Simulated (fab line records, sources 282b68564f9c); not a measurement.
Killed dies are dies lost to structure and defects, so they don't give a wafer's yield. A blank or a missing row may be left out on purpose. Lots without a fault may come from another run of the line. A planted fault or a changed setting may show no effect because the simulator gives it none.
Problem report in the 8D (eight disciplines) form, filled by code | flow rit_cmos | the parts of the form that need people (team, actions taken, sign-off) are left out

1. THE PROBLEM
M1_AL_RS at RIT_M1_RS_MEAS_01 reads a mean of 0.0871 ohm/sq on 3 wafers of 1 lot; wafers without a fault read 0.0737 ohm/sq with a standard deviation of 0.00071. That is +19 standard deviations from the usual mean.
The step: measures by four-point-probe.
First seen on wafer L455.1, day 6 06:05, on film_metro-02. The record holds 39 wafers of 13 lots with a number at this step. Rule for "out", or "out of limits": more than 4 standard deviations from the usual mean. The other wafers with a number count as sound.

2. WHAT IT IS AND WHAT IT IS NOT
question                    | is                     | is not
which readings at this step | M1_AL_RS               | -
which lots                  | L455                   | L441, L442, L443, L444, L446, L447, L449, L451, L456, L460, L462, L463
which wafers of those lots  | all that have a number | -
read on which gauges        | film_metro-02          | film_metro-03, film_metro-04
when                        | from day 6 06:05       | up to then (24 sound wafers); but 12 sound wafers of L456, L460, L462, L463 came after

3. SUSPECTS, AND WHAT RULES EACH OUT
Counting: a tool at a process step up to the reading stays a suspect if it ran every lot that is out and no sound lot after the first of them.
- the gauge at RIT_M1_RS_MEAS_01: kept. All the wafers that are out were read on film_metro-02, and no step on other tools shows them out.
- pvd_sputter-04 at RIT_M1_SPUTTER_00 (material Al, target thk 400 nm, time 500 s): kept. It ran the lot that is out, L455 (day 6 05:47), and no sound lot after that; its last sound lot up to then is L451 (day 5 07:56).
Left after counting: pvd_sputter-04 at RIT_M1_SPUTTER_00, film_metro-02 at RIT_M1_RS_MEAS_01.

4. THE CAUSE (what the simulator had put in)
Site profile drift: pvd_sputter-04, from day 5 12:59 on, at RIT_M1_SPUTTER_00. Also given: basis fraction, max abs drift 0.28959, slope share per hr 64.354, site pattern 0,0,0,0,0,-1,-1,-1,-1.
Counting left 2 suspects, and this tool is among them.

5. THE CHAIN OF EFFECTS, in route order
Each row: a reading whose mean over the struck wafers that have a number lies more than 3 standard deviations from the usual. Only readings for which the record gives a usual standard deviation are gone through. hours: the time from each lot's start at the first step in this table that gives one to its start at this step, as a median over the lots. sigmas: the change in usual standard deviations.
hours | step                 | reading        | usual         | on struck wafers | change  | sigmas
0     | RIT_M1_RS_MEAS_01    | M1_AL_RS       | 0.0737 ohm/sq | 0.0871           | +0.0134 | +19
0     | RIT_M1_THK_MEAS_02   | M1_AL_THK      | 406 nm        | 353              | -53     | -11
1     | RIT_M1_METAL_ETCH_12 | oes_product_au | 0.774 a.u.    | 0.726            | -0.048  | -3.0
The process steps in it:
- RIT_M1_METAL_ETCH_12: etches Al in Cl2/BCl3, stops on SiO2, time 165 s, target depth 600 nm.

6. WHAT WOULD HAVE CAUGHT IT SOONER
In this record the first reading out of limits at a measuring or inspecting step was taken at day 6 06:05, 17 hours after the fault began at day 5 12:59.
Of the tool readings at RIT_M1_SPUTTER_00 for which the record gives a usual standard deviation, none was out on any struck wafer, so an alarm limit of 4 standard deviations on them would not have fired.
All the lots that are out (1) had begun RIT_M1_SPUTTER_00 on pvd_sputter-04 by day 6 06:05. A hold on the tool at that time would have spared none of them.
